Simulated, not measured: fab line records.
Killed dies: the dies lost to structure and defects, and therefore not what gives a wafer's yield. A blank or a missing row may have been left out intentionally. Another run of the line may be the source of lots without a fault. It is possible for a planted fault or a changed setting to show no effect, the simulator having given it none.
Which tool is to blame? -- flow berkeley_cmos170 -- Sampling: 13 lots, 39 wafers, 2 of 331 route steps

## WHAT THE GAUGES READ, wafer by wafer
UCB170_NSD_CD_MEAS_06: target cd 1200 nm.
lot,measured,on,cd_nm (nm)
L861,day 7 02:53,cd_sem-01,1199.5 1200.8 1198.6
L865,day 7 02:59,cd_sem-02,1199.8 1200.0 1199.3
L862,day 7 03:08,cd_sem-02,1199.5 1198.9 1198.7
L864,day 7 03:15,cd_sem-01,1200.8 1200.1 1200.5
L866,day 7 15:40,cd_sem-02,1198.5 1198.2 1197.0
L867,day 7 22:53,cd_sem-02,1199.6 1197.4 1198.7
L870,day 8 20:05,cd_sem-02,1199.8 1199.9 1200.6
L869,day 8 20:22,cd_sem-01,1199.7 1199.1 1200.3
L871,day 8 22:02,cd_sem-02,1200.1 1199.3 1200.4
L873,day 9 09:20,cd_sem-02,1199.3 1199.2 1197.4
L877,day 10 00:33,cd_sem-02,1201.4 1200.8 1201.1
L878,day 10 12:08,cd_sem-02,1201.8 1202.1 1199.8 1202.0 1202.1 1199.7
L883,day 11 10:57,cd_sem-02,1199.9 1198.2 1199.0

## WHICH TOOL RAN EACH LOT (tool, then ch and the chambers of the sampled wafers, then the start)
lot,UCB170_NSD_COAT_01
L861,"litho_track-03 ch 0, day 7 01:45"
L865,"litho_track-03 ch 0, day 7 02:11"
L862,"litho_track-04 ch 0, day 7 02:17"
L864,"litho_track-02 ch 0, day 7 02:20"
L866,"litho_track-03 ch 0, day 7 14:58"
L867,"litho_track-04 ch 0, day 7 22:11"
L870,"litho_track-02 ch 0, day 8 19:16"
L869,"litho_track-03 ch 0, day 8 19:41"
L871,"litho_track-02 ch 0, day 8 20:35"
L873,"litho_track-04 ch 0, day 9 08:19"
L877,"litho_track-04 ch 0, day 9 23:15"
L878,"litho_track-04 ch 0, day 10 11:17"
L883,"litho_track-03 ch 0, day 11 09:55"
- UCB170_NSD_COAT_01: resist thk 900 nm.

## AS READ BY THE TOOLS THEMSELVES (means over the sampled wafers that have a number; for cases with no such wafer, the mark the record gives instead)
UCB170_NSD_COAT_01.
lot,tool,exhaust_pa (Pa),spin_speed_rpm (rpm)
L861,litho_track-03,44.1,1500.5
L865,litho_track-03,45.2,1499.3
L862,litho_track-04,45.3,1499.7
L864,litho_track-02,44.7,1500.0
L866,litho_track-03,44.2,1501.0
L867,litho_track-04,44.6,1500.0
L870,litho_track-02,44.5,1499.7
L869,litho_track-03,44.6,1500.0
L871,litho_track-02,45.2,1499.2
L873,litho_track-04,45.1,1499.8
L877,litho_track-04,45.6,1500.8
L878,litho_track-04,45.1,1499.7
L883,litho_track-03,44.9,1499.8

## THE ANSWER, worked out from the rows above alone
Rule: the usual values come from the lots themselves. The widest of any qualifying gaps counts: lots, ordered by their means at a reading, are off when they make up no more than a third of the lots, leave a main group of 4 or more, and stand apart from it by 3 or more times the standard deviation of that group's means. Not used: any main group whose means are identical at the precision the tables above print for the reading. A lot without any number at a reading at which 4 lots or more have one is off too. All remaining lots with rows at the step are treated as sound. After the gauges, taken in route order, come the tools' own readings; for these a lot's mean is taken, as printed above. At the first step where some lot is off, the reading lying furthest off is the one used; lots without a number count as furthest.
Nothing can be told from this: no lot is off at any reading shown.

## WHAT THE SIMULATOR PUT IN
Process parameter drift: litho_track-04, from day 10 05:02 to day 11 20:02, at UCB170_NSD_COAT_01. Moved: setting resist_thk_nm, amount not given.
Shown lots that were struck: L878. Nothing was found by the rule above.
